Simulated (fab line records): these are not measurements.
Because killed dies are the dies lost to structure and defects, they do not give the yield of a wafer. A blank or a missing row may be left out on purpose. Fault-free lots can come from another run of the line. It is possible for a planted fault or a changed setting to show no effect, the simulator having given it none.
fab line records / flow berkeleyCmos170
record lots=14 wafers=42 lastDay=12
route steps=331 shown ACTIVE@63 NVT@108
lots that met no fault: from a run of the same line without faults
startH: the number of hours between the record's first day and the start of the first shown wafer of the lot / waitH: hours from the lot's prior step to this one / " same as the row above / L1.1+2: one row covering several wafers at once / - either no value or no given start / * or withheld: withheld / < > ~ a bound
route shown NAME@n: names a module that has steps shown in the file, with the first one's number in the route / usual: mean and standard deviation over wafers with no fault / same: alike in all rows / chamber/n: place in a boat / sites: per-site readings / _std_site: how widely they spread, as a standard deviation / _edge_site: inner sites' mean taken away from outer sites' mean / radiusMm: for every site, how far away it sits from the centre of the wafer / mask NAME#n: copy n / behind: the tool/chamber that last shaped the wafer / hold: cause of the lot's hold/its duration in hours/its outcome / device: the transistor (n, p or np) that didn't switch / end of line: the route-end tests of the same wafers / where a step has no rows: the recipe by itself / killed: at the first sort, the dies lost to defects and structure; wafer yield is something else / map: the dies of a wafer, with x for killed, . for not killed, _ for no die there
set.NAME: the setting as run; set.NAME@STEP: as run at that earlier step / model.NAME: the simulator's own value behind a step, which no gauge read
steps of the route over a sample of lots; a table a step, a row a wafer
services: the hour from which a tool's chamber was out of use, counted from the record's first day as startH (under 0 if before that day), plus the number of hours and why
## steps
# step UCB170_ACTIVE_THK_MEAS_03
# recipe reads=SiO2_of_ACTIVE_OXIDATION_02
# usual ACTIVE_OXIDE_THK=26.3/0.48
lot.wafer=L248.2 tool=filmMetro-01 chamber=- startH=70.82 waitH=0.0 ACTIVE_OXIDE_THK[nm]=26.4
lot.wafer=L248.5 tool=filmMetro-01 chamber=- startH=70.82 waitH=0.0 ACTIVE_OXIDE_THK[nm]=26.7
lot.wafer=L248.6 tool=filmMetro-01 chamber=- startH=70.82 waitH=0.0 ACTIVE_OXIDE_THK[nm]=26.6
lot.wafer=L247.3 tool=filmMetro-02 chamber=- startH=70.83 waitH=0.0 ACTIVE_OXIDE_THK[nm]=26.4
lot.wafer=L247.4 tool=filmMetro-02 chamber=- startH=70.83 waitH=0.0 ACTIVE_OXIDE_THK[nm]=26.2
lot.wafer=L247.5 tool=filmMetro-02 chamber=- startH=70.83 waitH=0.0 ACTIVE_OXIDE_THK[nm]=26.4
lot.wafer=L249.3 tool=filmMetro-03 chamber=- startH=80.19 waitH=0.0 ACTIVE_OXIDE_THK[nm]=26.7
lot.wafer=L249.5 tool=filmMetro-03 chamber=- startH=80.19 waitH=0.0 ACTIVE_OXIDE_THK[nm]=26.5
lot.wafer=L249.6 tool=filmMetro-03 chamber=- startH=80.19 waitH=0.0 ACTIVE_OXIDE_THK[nm]=26.6
lot.wafer=L256.1 tool=filmMetro-03 chamber=- startH=122.15 waitH=0.0 ACTIVE_OXIDE_THK[nm]=26.5
lot.wafer=L256.2 tool=filmMetro-03 chamber=- startH=122.15 waitH=0.0 ACTIVE_OXIDE_THK[nm]=26.7
lot.wafer=L256.3 tool=filmMetro-03 chamber=- startH=122.15 waitH=0.0 ACTIVE_OXIDE_THK[nm]=26.5
lot.wafer=L257.1 tool=filmMetro-01 chamber=- startH=127.19 waitH=0.0 ACTIVE_OXIDE_THK[nm]=27.1
lot.wafer=L257.3 tool=filmMetro-01 chamber=- startH=127.19 waitH=0.0 ACTIVE_OXIDE_THK[nm]=27.1
lot.wafer=L257.5 tool=filmMetro-01 chamber=- startH=127.19 waitH=0.0 ACTIVE_OXIDE_THK[nm]=27.3
lot.wafer=L259.2 tool=filmMetro-02 chamber=- startH=127.20 waitH=0.0 ACTIVE_OXIDE_THK[nm]=25.4
lot.wafer=L259.5 tool=filmMetro-02 chamber=- startH=127.20 waitH=0.0 ACTIVE_OXIDE_THK[nm]=25.8
lot.wafer=L259.6 tool=filmMetro-02 chamber=- startH=127.20 waitH=0.0 ACTIVE_OXIDE_THK[nm]=25.7
lot.wafer=L260.2 tool=filmMetro-02 chamber=- startH=140.06 waitH=0.0 ACTIVE_OXIDE_THK[nm]=26.6
lot.wafer=L260.5 tool=filmMetro-02 chamber=- startH=140.06 waitH=0.0 ACTIVE_OXIDE_THK[nm]=26.5
lot.wafer=L260.6 tool=filmMetro-02 chamber=- startH=140.06 waitH=0.0 ACTIVE_OXIDE_THK[nm]=26.7
lot.wafer=L262.1 tool=filmMetro-01 chamber=- startH=149.20 waitH=0.0 ACTIVE_OXIDE_THK[nm]=26.4
lot.wafer=L262.2 tool=filmMetro-01 chamber=- startH=149.20 waitH=0.0 ACTIVE_OXIDE_THK[nm]=26.6
lot.wafer=L262.3 tool=filmMetro-01 chamber=- startH=149.20 waitH=0.0 ACTIVE_OXIDE_THK[nm]=26.1
lot.wafer=L263.4 tool=filmMetro-02 chamber=- startH=149.23 waitH=0.0 ACTIVE_OXIDE_THK[nm]=26.3
lot.wafer=L263.5 tool=filmMetro-02 chamber=- startH=149.23 waitH=0.0 ACTIVE_OXIDE_THK[nm]=26.2
lot.wafer=L263.6 tool=filmMetro-02 chamber=- startH=149.23 waitH=0.0 ACTIVE_OXIDE_THK[nm]=25.8
lot.wafer=L261.1 tool=filmMetro-01 chamber=- startH=154.22 waitH=0.0 ACTIVE_OXIDE_THK[nm]=25.6
lot.wafer=L261.3 tool=filmMetro-01 chamber=- startH=154.22 waitH=0.0 ACTIVE_OXIDE_THK[nm]=25.8
lot.wafer=L261.4 tool=filmMetro-01 chamber=- startH=154.22 waitH=0.0 ACTIVE_OXIDE_THK[nm]=25.5
lot.wafer=L265.1 tool=filmMetro-01 chamber=- startH=158.07 waitH=0.0 ACTIVE_OXIDE_THK[nm]=26.0
lot.wafer=L265.2 tool=filmMetro-01 chamber=- startH=158.07 waitH=0.0 ACTIVE_OXIDE_THK[nm]=26.2
lot.wafer=L265.3 tool=filmMetro-01 chamber=- startH=158.07 waitH=0.0 ACTIVE_OXIDE_THK[nm]=26.1
lot.wafer=L266.1 tool=filmMetro-01 chamber=- startH=169.25 waitH=0.0 ACTIVE_OXIDE_THK[nm]=26.7
lot.wafer=L266.2 tool=filmMetro-01 chamber=- startH=169.25 waitH=0.0 ACTIVE_OXIDE_THK[nm]=26.7
lot.wafer=L266.3 tool=filmMetro-01 chamber=- startH=169.25 waitH=0.0 ACTIVE_OXIDE_THK[nm]=27.3
lot.wafer=L269.1 tool=filmMetro-01 chamber=- startH=183.60 waitH=0.0 ACTIVE_OXIDE_THK[nm]=26.2
lot.wafer=L269.3 tool=filmMetro-01 chamber=- startH=183.60 waitH=0.0 ACTIVE_OXIDE_THK[nm]=26.4
lot.wafer=L269.4 tool=filmMetro-01 chamber=- startH=183.60 waitH=0.0 ACTIVE_OXIDE_THK[nm]=26.3
lot.wafer=L268.2 tool=filmMetro-03 chamber=- startH=183.61 waitH=0.0 ACTIVE_OXIDE_THK[nm]=26.1
lot.wafer=L268.3 tool=filmMetro-03 chamber=- startH=183.61 waitH=0.0 ACTIVE_OXIDE_THK[nm]=25.9
lot.wafer=L268.4 tool=filmMetro-03 chamber=- startH=183.61 waitH=0.0 ACTIVE_OXIDE_THK[nm]=26.0
# step UCB170_ACTIVE_ETCH_15
# recipe chemistry=CH3F/Ar/O2 target=Si3N4 stopOn=SiO2 CH3F_flow_sccm=20 Ar_flow_sccm=50 O2_flow_sccm=7 pressureMtorr=50 rfW=450 targetDepthA=2420 overEtchFrac=0.1 timeS=151
# usual O2_flow_sccm=7.001/0.02 drypumpMotorCurrentA=5.7/0.47 oesProductAu=0.940/0.016 throttleValvePct=8.02/0.12
# same overEtchFrac=0.1
lot.wafer=L248.2 tool=rieDiel-04 chamber=0 startH=79.19 waitH=0.0 O2_flow_sccm=7.034 drypumpMotorCurrentA=5.4 oesProductAu=0.916 rfHoursCounterH=26 throttleValvePct=8.15
lot.wafer=L248.5 tool=rieDiel-04 chamber=0 startH=79.19 waitH=0.0 O2_flow_sccm=7.033 drypumpMotorCurrentA=5.4 oesProductAu=0.915 rfHoursCounterH=- throttleValvePct=8.14
lot.wafer=L248.6 tool=rieDiel-04 chamber=1 startH=79.19 waitH=0.0 O2_flow_sccm=6.976 drypumpMotorCurrentA=6.3 oesProductAu=0.934 rfHoursCounterH=- throttleValvePct=8.03
lot.wafer=L247.3 tool=rieDiel-01 chamber=0 startH=79.45 waitH=0.0 O2_flow_sccm=7.009 drypumpMotorCurrentA=6.3 oesProductAu=0.964 rfHoursCounterH=134 throttleValvePct=7.96
lot.wafer=L247.4 tool=rieDiel-01 chamber=0 startH=79.45 waitH=0.0 O2_flow_sccm=7.024 drypumpMotorCurrentA=6.3 oesProductAu=0.953 rfHoursCounterH=- throttleValvePct=7.96
lot.wafer=L247.5 tool=rieDiel-01 chamber=1 startH=79.45 waitH=0.0 O2_flow_sccm=7.031 drypumpMotorCurrentA=6.2 oesProductAu=0.955 rfHoursCounterH=- throttleValvePct=7.85
lot.wafer=L249.3 tool=rieDiel-01 chamber=0 startH=89.00 waitH=0.0 O2_flow_sccm=7.000 drypumpMotorCurrentA=6.3 oesProductAu=0.945 rfHoursCounterH=134 throttleValvePct=7.97
lot.wafer=L249.5 tool=rieDiel-01 chamber=2 startH=89.00 waitH=0.0 O2_flow_sccm=6.990 drypumpMotorCurrentA=5.4 oesProductAu=0.949 rfHoursCounterH=- throttleValvePct=8.02
lot.wafer=L249.6 tool=rieDiel-01 chamber=0 startH=89.00 waitH=0.0 O2_flow_sccm=7.001 drypumpMotorCurrentA=6.3 oesProductAu=0.941 rfHoursCounterH=- throttleValvePct=7.95
lot.wafer=L256.1 tool=rieDiel-04 chamber=0 startH=128.85 waitH=0.0 O2_flow_sccm=6.998 drypumpMotorCurrentA=5.4 oesProductAu=0.907 rfHoursCounterH=29 throttleValvePct=8.15
lot.wafer=L256.2 tool=rieDiel-04 chamber=2 startH=128.85 waitH=0.0 O2_flow_sccm=6.991 drypumpMotorCurrentA=5.8 oesProductAu=0.942 rfHoursCounterH=16 throttleValvePct=8.26
lot.wafer=L256.3 tool=rieDiel-04 chamber=1 startH=128.85 waitH=0.0 O2_flow_sccm=7.027 drypumpMotorCurrentA=6.3 oesProductAu=0.927 rfHoursCounterH=1 throttleValvePct=8.02
lot.wafer=L259.2 tool=rieDiel-01 chamber=3 startH=137.11 waitH=0.0 O2_flow_sccm=7.011 drypumpMotorCurrentA=6.2 oesProductAu=0.948 rfHoursCounterH=1 throttleValvePct=7.89
lot.wafer=L259.5 tool=rieDiel-01 chamber=2 startH=137.11 waitH=0.0 O2_flow_sccm=7.019 drypumpMotorCurrentA=5.4 oesProductAu=0.965 rfHoursCounterH=- throttleValvePct=8.02
lot.wafer=L259.6 tool=rieDiel-01 chamber=1 startH=137.11 waitH=0.0 O2_flow_sccm=6.990 drypumpMotorCurrentA=6.1 oesProductAu=0.931 rfHoursCounterH=- throttleValvePct=7.84
lot.wafer=L257.1 tool=rieDiel-02 chamber=3 startH=137.35 waitH=0.0 O2_flow_sccm=7.016 drypumpMotorCurrentA=6.3 oesProductAu=0.941 rfHoursCounterH=51 throttleValvePct=7.93
lot.wafer=L257.3 tool=rieDiel-02 chamber=1 startH=137.35 waitH=0.0 O2_flow_sccm=7.032 drypumpMotorCurrentA=5.1 oesProductAu=0.958 rfHoursCounterH=22 throttleValvePct=7.97
lot.wafer=L257.5 tool=rieDiel-02 chamber=3 startH=137.35 waitH=0.0 O2_flow_sccm=6.983 drypumpMotorCurrentA=6.3 oesProductAu=0.929 rfHoursCounterH=- throttleValvePct=7.93
lot.wafer=L260.2 tool=rieDiel-02 chamber=0 startH=149.20 waitH=0.0 O2_flow_sccm=6.993 drypumpMotorCurrentA=4.7 oesProductAu=0.925 rfHoursCounterH=5 throttleValvePct=7.97
lot.wafer=L260.5 tool=rieDiel-02 chamber=3 startH=149.20 waitH=0.0 O2_flow_sccm=6.961 drypumpMotorCurrentA=6.3 oesProductAu=0.932 rfHoursCounterH=- throttleValvePct=7.95
lot.wafer=L260.6 tool=rieDiel-02 chamber=2 startH=149.20 waitH=0.0 O2_flow_sccm=7.029 drypumpMotorCurrentA=5.2 oesProductAu=0.959 rfHoursCounterH=- throttleValvePct=7.90
lot.wafer=L263.4 tool=rieDiel-04 chamber=3 startH=157.96 waitH=0.0 O2_flow_sccm=6.971 drypumpMotorCurrentA=5.5 oesProductAu=0.936 rfHoursCounterH=19 throttleValvePct=7.98
lot.wafer=L263.5 tool=rieDiel-04 chamber=1 startH=157.96 waitH=0.0 O2_flow_sccm=7.013 drypumpMotorCurrentA=6.3 oesProductAu=0.922 rfHoursCounterH=- throttleValvePct=8.02
lot.wafer=L263.6 tool=rieDiel-04 chamber=0 startH=157.96 waitH=0.0 O2_flow_sccm=6.999 drypumpMotorCurrentA=5.4 oesProductAu=0.921 rfHoursCounterH=- throttleValvePct=8.15
lot.wafer=L262.1 tool=rieDiel-01 chamber=0 startH=158.32 waitH=0.0 O2_flow_sccm=6.979 drypumpMotorCurrentA=6.3 oesProductAu=0.941 rfHoursCounterH=137 throttleValvePct=7.96
lot.wafer=L262.2 tool=rieDiel-01 chamber=3 startH=158.32 waitH=0.0 O2_flow_sccm=6.985 drypumpMotorCurrentA=6.2 oesProductAu=0.932 rfHoursCounterH=2 throttleValvePct=7.91
lot.wafer=L262.3 tool=rieDiel-01 chamber=1 startH=158.32 waitH=0.0 O2_flow_sccm=7.044 drypumpMotorCurrentA=6.1 oesProductAu=0.922 rfHoursCounterH=1 throttleValvePct=7.85
lot.wafer=L261.1 tool=rieDiel-02 chamber=2 startH=162.63 waitH=0.0 O2_flow_sccm=6.996 drypumpMotorCurrentA=5.2 oesProductAu=0.956 rfHoursCounterH=150 throttleValvePct=7.88
lot.wafer=L261.3 tool=rieDiel-02 chamber=1 startH=162.63 waitH=0.0 O2_flow_sccm=6.981 drypumpMotorCurrentA=5.1 oesProductAu=0.960 rfHoursCounterH=22 throttleValvePct=7.98
lot.wafer=L261.4 tool=rieDiel-02 chamber=0 startH=162.63 waitH=0.0 O2_flow_sccm=7.023 drypumpMotorCurrentA=4.7 oesProductAu=0.935 rfHoursCounterH=5 throttleValvePct=7.96
lot.wafer=L265.1 tool=rieDiel-04 chamber=2 startH=165.35 waitH=0.0 O2_flow_sccm=6.994 drypumpMotorCurrentA=5.8 oesProductAu=0.934 rfHoursCounterH=18 throttleValvePct=8.25
lot.wafer=L265.2 tool=rieDiel-04 chamber=1 startH=165.35 waitH=0.0 O2_flow_sccm=7.003 drypumpMotorCurrentA=6.3 oesProductAu=0.912 rfHoursCounterH=2 throttleValvePct=8.02
lot.wafer=L265.3 tool=rieDiel-04 chamber=0 startH=165.35 waitH=0.0 O2_flow_sccm=7.005 drypumpMotorCurrentA=5.4 oesProductAu=0.905 rfHoursCounterH=31 throttleValvePct=8.16
lot.wafer=L266.1 tool=rieDiel-04 chamber=2 startH=178.81 waitH=0.0 O2_flow_sccm=6.976 drypumpMotorCurrentA=5.8 oesProductAu=0.948 rfHoursCounterH=18 throttleValvePct=8.27
lot.wafer=L266.2 tool=rieDiel-04 chamber=1 startH=178.81 waitH=0.0 O2_flow_sccm=6.991 drypumpMotorCurrentA=6.3 oesProductAu=0.929 rfHoursCounterH=3 throttleValvePct=8.02
lot.wafer=L266.3 tool=rieDiel-04 chamber=0 startH=178.81 waitH=0.0 O2_flow_sccm=6.985 drypumpMotorCurrentA=5.4 oesProductAu=0.923 rfHoursCounterH=31 throttleValvePct=8.15
lot.wafer=L269.1 tool=rieDiel-04 chamber=1 startH=190.27 waitH=0.0 O2_flow_sccm=6.998 drypumpMotorCurrentA=6.3 oesProductAu=0.924 rfHoursCounterH=3 throttleValvePct=8.03
lot.wafer=L269.3 tool=rieDiel-04 chamber=0 startH=190.27 waitH=0.0 O2_flow_sccm=6.956 drypumpMotorCurrentA=5.4 oesProductAu=0.918 rfHoursCounterH=32 throttleValvePct=8.16
lot.wafer=L269.4 tool=rieDiel-04 chamber=2 startH=190.27 waitH=0.0 O2_flow_sccm=7.021 drypumpMotorCurrentA=5.8 oesProductAu=0.948 rfHoursCounterH=19 throttleValvePct=8.24
lot.wafer=L268.2 tool=rieDiel-01 chamber=0 startH=190.44 waitH=0.0 O2_flow_sccm=6.986 drypumpMotorCurrentA=6.2 oesProductAu=0.963 rfHoursCounterH=138 throttleValvePct=7.96
lot.wafer=L268.3 tool=rieDiel-01 chamber=3 startH=190.44 waitH=0.0 O2_flow_sccm=7.015 drypumpMotorCurrentA=6.2 oesProductAu=0.948 rfHoursCounterH=4 throttleValvePct=7.89
lot.wafer=L268.4 tool=rieDiel-01 chamber=2 startH=190.44 waitH=0.0 O2_flow_sccm=7.000 drypumpMotorCurrentA=5.4 oesProductAu=0.967 rfHoursCounterH=110 throttleValvePct=8.04
# step UCB170_NVT_PEB_04
# recipe pebTempC=130 pebTimeS=withheld resist=KrF
# usual chillPlateTempC=22.98/0.11 exhaustPa=45.0/0.97
lot.wafer=L247.3 tool=lithoTrack-02 chamber=0 startH=111.99 waitH=0.1 chillPlateTempC=23.07 exhaustPa=45.9
lot.wafer=L247.4 tool=lithoTrack-02 chamber=0 startH=111.99 waitH=0.1 chillPlateTempC=22.95 exhaustPa=45.6
lot.wafer=L247.5 tool=lithoTrack-02 chamber=0 startH=111.99 waitH=0.1 chillPlateTempC=23.01 exhaustPa=46.9
lot.wafer=L248.2 tool=lithoTrack-01 chamber=0 startH=112.13 waitH=0.1 chillPlateTempC=23.03 exhaustPa=44.0
lot.wafer=L248.5 tool=lithoTrack-01 chamber=0 startH=112.13 waitH=0.1 chillPlateTempC=22.89 exhaustPa=45.5
lot.wafer=L248.6 tool=lithoTrack-01 chamber=0 startH=112.13 waitH=0.1 chillPlateTempC=23.01 exhaustPa=44.8
lot.wafer=L249.3 tool=lithoTrack-04 chamber=0 startH=120.85 waitH=0.2 chillPlateTempC=22.93 exhaustPa=46.6
lot.wafer=L249.5 tool=lithoTrack-04 chamber=0 startH=120.85 waitH=0.2 chillPlateTempC=23.12 exhaustPa=45.6
lot.wafer=L249.6 tool=lithoTrack-04 chamber=0 startH=120.85 waitH=0.2 chillPlateTempC=23.03 exhaustPa=46.8
lot.wafer=L256.1 tool=lithoTrack-02 chamber=0 startH=164.01 waitH=0.1 chillPlateTempC=23.07 exhaustPa=45.5
lot.wafer=L256.2 tool=lithoTrack-02 chamber=0 startH=164.01 waitH=0.1 chillPlateTempC=23.14 exhaustPa=44.4
lot.wafer=L256.3 tool=lithoTrack-02 chamber=0 startH=164.01 waitH=0.1 chillPlateTempC=22.75 exhaustPa=45.1
lot.wafer=L259.2 tool=lithoTrack-02 chamber=- startH=174.06 waitH=0.1 chillPlateTempC=- exhaustPa=-
lot.wafer=L259.5 tool=lithoTrack-02 chamber=- startH=174.06 waitH=0.1 chillPlateTempC=- exhaustPa=-
lot.wafer=L259.6 tool=lithoTrack-02 chamber=- startH=174.06 waitH=0.1 chillPlateTempC=- exhaustPa=-
lot.wafer=L257.1 tool=lithoTrack-01 chamber=- startH=174.15 waitH=0.1 chillPlateTempC=- exhaustPa=-
lot.wafer=L257.3 tool=lithoTrack-01 chamber=- startH=174.15 waitH=0.1 chillPlateTempC=- exhaustPa=-
lot.wafer=L257.5 tool=lithoTrack-01 chamber=- startH=174.15 waitH=0.1 chillPlateTempC=- exhaustPa=-
lot.wafer=L260.2 tool=lithoTrack-01 chamber=0 startH=182.19 waitH=0.1 chillPlateTempC=23.09 exhaustPa=44.3
lot.wafer=L260.5 tool=lithoTrack-01 chamber=0 startH=182.19 waitH=0.1 chillPlateTempC=22.92 exhaustPa=43.8
lot.wafer=L260.6 tool=lithoTrack-01 chamber=0 startH=182.19 waitH=0.1 chillPlateTempC=23.00 exhaustPa=44.6
lot.wafer=L262.1 tool=lithoTrack-02 chamber=0 startH=190.29 waitH=0.1 chillPlateTempC=22.87 exhaustPa=45.3
lot.wafer=L262.2 tool=lithoTrack-02 chamber=0 startH=190.29 waitH=0.1 chillPlateTempC=22.95 exhaustPa=45.0
lot.wafer=L262.3 tool=lithoTrack-02 chamber=0 startH=190.29 waitH=0.1 chillPlateTempC=22.79 exhaustPa=45.4
lot.wafer=L263.4 tool=lithoTrack-01 chamber=0 startH=191.25 waitH=0.8 chillPlateTempC=22.80 exhaustPa=44.6
lot.wafer=L263.5 tool=lithoTrack-01 chamber=0 startH=191.25 waitH=0.8 chillPlateTempC=22.99 exhaustPa=45.1
lot.wafer=L263.6 tool=lithoTrack-01 chamber=0 startH=191.25 waitH=0.8 chillPlateTempC=23.02 exhaustPa=44.6
lot.wafer=L261.1 tool=lithoTrack-02 chamber=0 startH=196.60 waitH=0.5 chillPlateTempC=23.02 exhaustPa=42.5
lot.wafer=L261.3 tool=lithoTrack-02 chamber=0 startH=196.60 waitH=0.5 chillPlateTempC=22.94 exhaustPa=43.8
lot.wafer=L261.4 tool=lithoTrack-02 chamber=0 startH=196.60 waitH=0.5 chillPlateTempC=22.79 exhaustPa=44.0
lot.wafer=L265.1 tool=lithoTrack-02 chamber=0 startH=201.78 waitH=0.1 chillPlateTempC=22.73 exhaustPa=45.3
lot.wafer=L265.2 tool=lithoTrack-02 chamber=0 startH=201.78 waitH=0.1 chillPlateTempC=22.81 exhaustPa=46.2
lot.wafer=L265.3 tool=lithoTrack-02 chamber=0 startH=201.78 waitH=0.1 chillPlateTempC=22.89 exhaustPa=44.8
lot.wafer=L266.1 tool=lithoTrack-04 chamber=0 startH=215.70 waitH=0.2 chillPlateTempC=23.05 exhaustPa=46.8
lot.wafer=L266.2 tool=lithoTrack-04 chamber=0 startH=215.70 waitH=0.2 chillPlateTempC=22.98 exhaustPa=45.7
lot.wafer=L266.3 tool=lithoTrack-04 chamber=0 startH=215.70 waitH=0.2 chillPlateTempC=23.11 exhaustPa=45.3
lot.wafer=L269.1 tool=lithoTrack-02 chamber=0 startH=226.53 waitH=0.2 chillPlateTempC=23.30 exhaustPa=44.2
lot.wafer=L269.3 tool=lithoTrack-02 chamber=0 startH=226.53 waitH=0.2 chillPlateTempC=23.19 exhaustPa=45.8
lot.wafer=L269.4 tool=lithoTrack-02 chamber=0 startH=226.53 waitH=0.2 chillPlateTempC=23.35 exhaustPa=44.5
lot.wafer=L268.2 tool=lithoTrack-04 chamber=0 startH=227.27 waitH=0.6 chillPlateTempC=23.08 exhaustPa=46.5
lot.wafer=L268.3 tool=lithoTrack-04 chamber=0 startH=227.27 waitH=0.6 chillPlateTempC=23.11 exhaustPa=44.3
lot.wafer=L268.4 tool=lithoTrack-04 chamber=0 startH=227.27 waitH=0.6 chillPlateTempC=23.04 exhaustPa=45.1
# step UCB170_NVT_TW_MEAS_09
# usual NVT_TW=524/4.6
lot.wafer=L247.3 tool=filmMetro-03 chamber=- startH=112.52 waitH=0.1 NVT_TW=523
lot.wafer=L247.4 tool=filmMetro-03 chamber=- startH=112.52 waitH=0.1 NVT_TW=522
lot.wafer=L247.5 tool=filmMetro-03 chamber=- startH=112.52 waitH=0.1 NVT_TW=523
lot.wafer=L248.2 tool=filmMetro-04 chamber=- startH=112.67 waitH=0.1 NVT_TW=531
lot.wafer=L248.5 tool=filmMetro-04 chamber=- startH=112.67 waitH=0.1 NVT_TW=528
lot.wafer=L248.6 tool=filmMetro-04 chamber=- startH=112.67 waitH=0.1 NVT_TW=530
lot.wafer=L249.3 tool=filmMetro-02 chamber=- startH=121.38 waitH=0.1 NVT_TW=517
lot.wafer=L249.5 tool=filmMetro-02 chamber=- startH=121.38 waitH=0.1 NVT_TW=518
lot.wafer=L249.6 tool=filmMetro-02 chamber=- startH=121.38 waitH=0.1 NVT_TW=517
lot.wafer=L256.1 tool=filmMetro-04 chamber=- startH=164.57 waitH=0.1 NVT_TW=527
lot.wafer=L256.2 tool=filmMetro-04 chamber=- startH=164.57 waitH=0.1 NVT_TW=527
lot.wafer=L256.3 tool=filmMetro-04 chamber=- startH=164.57 waitH=0.1 NVT_TW=528
lot.wafer=L259.2 tool=filmMetro-02 chamber=- startH=174.61 waitH=0.1 NVT_TW=521
lot.wafer=L259.5 tool=filmMetro-02 chamber=- startH=174.61 waitH=0.1 NVT_TW=517
lot.wafer=L259.6 tool=filmMetro-02 chamber=- startH=174.61 waitH=0.1 NVT_TW=517
lot.wafer=L257.1 tool=filmMetro-04 chamber=- startH=174.71 waitH=0.1 NVT_TW=523
lot.wafer=L257.3 tool=filmMetro-04 chamber=- startH=174.71 waitH=0.1 NVT_TW=526
lot.wafer=L257.5 tool=filmMetro-04 chamber=- startH=174.71 waitH=0.1 NVT_TW=525
lot.wafer=L260.2 tool=filmMetro-04 chamber=- startH=182.74 waitH=0.1 NVT_TW=522
lot.wafer=L260.5 tool=filmMetro-04 chamber=- startH=182.74 waitH=0.1 NVT_TW=525
lot.wafer=L260.6 tool=filmMetro-04 chamber=- startH=182.74 waitH=0.1 NVT_TW=528
lot.wafer=L262.1 tool=filmMetro-04 chamber=- startH=190.85 waitH=0.1 NVT_TW=524
lot.wafer=L262.2 tool=filmMetro-04 chamber=- startH=190.85 waitH=0.1 NVT_TW=526
lot.wafer=L262.3 tool=filmMetro-04 chamber=- startH=190.85 waitH=0.1 NVT_TW=528
lot.wafer=L263.4 tool=filmMetro-03 chamber=- startH=191.77 waitH=0.1 NVT_TW=522
lot.wafer=L263.5 tool=filmMetro-03 chamber=- startH=191.77 waitH=0.1 NVT_TW=521
lot.wafer=L263.6 tool=filmMetro-03 chamber=- startH=191.77 waitH=0.1 NVT_TW=522
lot.wafer=L261.1 tool=filmMetro-04 chamber=- startH=197.16 waitH=0.1 NVT_TW=529
lot.wafer=L261.3 tool=filmMetro-04 chamber=- startH=197.16 waitH=0.1 NVT_TW=531
lot.wafer=L261.4 tool=filmMetro-04 chamber=- startH=197.16 waitH=0.1 NVT_TW=529
lot.wafer=L265.1 tool=filmMetro-04 chamber=- startH=202.34 waitH=0.1 NVT_TW=527
lot.wafer=L265.2 tool=filmMetro-04 chamber=- startH=202.34 waitH=0.1 NVT_TW=527
lot.wafer=L265.3 tool=filmMetro-04 chamber=- startH=202.34 waitH=0.1 NVT_TW=527
lot.wafer=L266.1 tool=filmMetro-03 chamber=- startH=216.26 waitH=0.1 NVT_TW=519
lot.wafer=L266.2 tool=filmMetro-03 chamber=- startH=216.26 waitH=0.1 NVT_TW=518
lot.wafer=L266.3 tool=filmMetro-03 chamber=- startH=216.26 waitH=0.1 NVT_TW=520
lot.wafer=L269.1 tool=filmMetro-04 chamber=- startH=227.09 waitH=0.1 NVT_TW=526
lot.wafer=L269.3 tool=filmMetro-04 chamber=- startH=227.09 waitH=0.1 NVT_TW=527
lot.wafer=L269.4 tool=filmMetro-04 chamber=- startH=227.09 waitH=0.1 NVT_TW=527
lot.wafer=L268.2 tool=filmMetro-03 chamber=- startH=227.82 waitH=0.1 NVT_TW=519
lot.wafer=L268.3 tool=filmMetro-03 chamber=- startH=227.82 waitH=0.1 NVT_TW=518
lot.wafer=L268.4 tool=filmMetro-03 chamber=- startH=227.82 waitH=0.1 NVT_TW=517
## services
tool=rieDiel-02 chamber=0 startH=60.56 hours=1.4 kind=repair
tool=rieDiel-01 chamber=3 startH=72.39 hours=- kind=clean
tool=rieDiel-01 chamber=3 startH=72.39 hours=21.4 kind=scheduledDown
tool=rieDiel-01 chamber=3 startH=72.39 hours=21.4 kind=ventCycle
tool=rieDiel-04 chamber=1 startH=88.25 hours=- kind=clean
tool=rieDiel-04 chamber=1 startH=88.25 hours=21.1 kind=scheduledDown
tool=rieDiel-04 chamber=1 startH=88.25 hours=21.1 kind=ventCycle
tool=rieDiel-04 chamber=3 startH=94.73 hours=2.5 kind=repair
tool=rieDiel-01 chamber=- startH=96.86 hours=14.6 kind=pm
tool=rieDiel-02 chamber=3 startH=111.54 hours=5.4 kind=repair
tool=rieDiel-01 chamber=- startH=112.93 hours=2.9 kind=repair
tool=rieDiel-01 chamber=1 startH=116.41 hours=- kind=clean
tool=rieDiel-01 chamber=1 startH=116.41 hours=12.4 kind=scheduledDown
tool=rieDiel-01 chamber=1 startH=116.41 hours=12.4 kind=ventCycle
tool=rieDiel-01 chamber=- startH=118.62 hours=0.6 kind=repair
tool=lithoTrack-02 chamber=- startH=135.70 hours=- kind=consumableReplace:filter
tool=rieDiel-04 chamber=1 startH=136.93 hours=12.5 kind=repair
tool=rieDiel-02 chamber=2 startH=166.37 hours=- kind=clean
tool=rieDiel-02 chamber=2 startH=166.37 hours=22.4 kind=scheduledDown
tool=rieDiel-02 chamber=2 startH=166.37 hours=22.4 kind=ventCycle
tool=rieDiel-04 chamber=- startH=196.82 hours=0.4 kind=repair
## key
firstSign step=UCB170_NVT_PEB_04 reading=toolRecord direction=missing
effect none on later readings
metAt UCB170_NVT_PEB_04
struckLots L257,L259
sortLeftOut L257.1,L257.3,L257.5,L259.2,L259.5,L259.6
testerLeftOut L257,L259
notActingAt UCB170_ACTIVE_THK_MEAS_03,UCB170_ACTIVE_ETCH_15,UCB170_NVT_TW_MEAS_09
onsetBetween 164.01 174.06
fault kind=skippedStepWhole tool=lithoTrack-01,lithoTrack-02 chamber=- onsetH=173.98 steps=UCB170_NVT_PEB_04 scope=struckLotsOnly
# testerLeftOut: of these lots the tester's yield and bins aren't shown, on N5 and GAA mostly nor the transistor test; their killed dies are dies lost to structure and defects alone, not to doping, threshold or leakage, so they don't give the yield
# sortLeftOut: the simulated sort isn't trusted on such a fault, so these wafers' sort isn't shown, and their yield isn't known
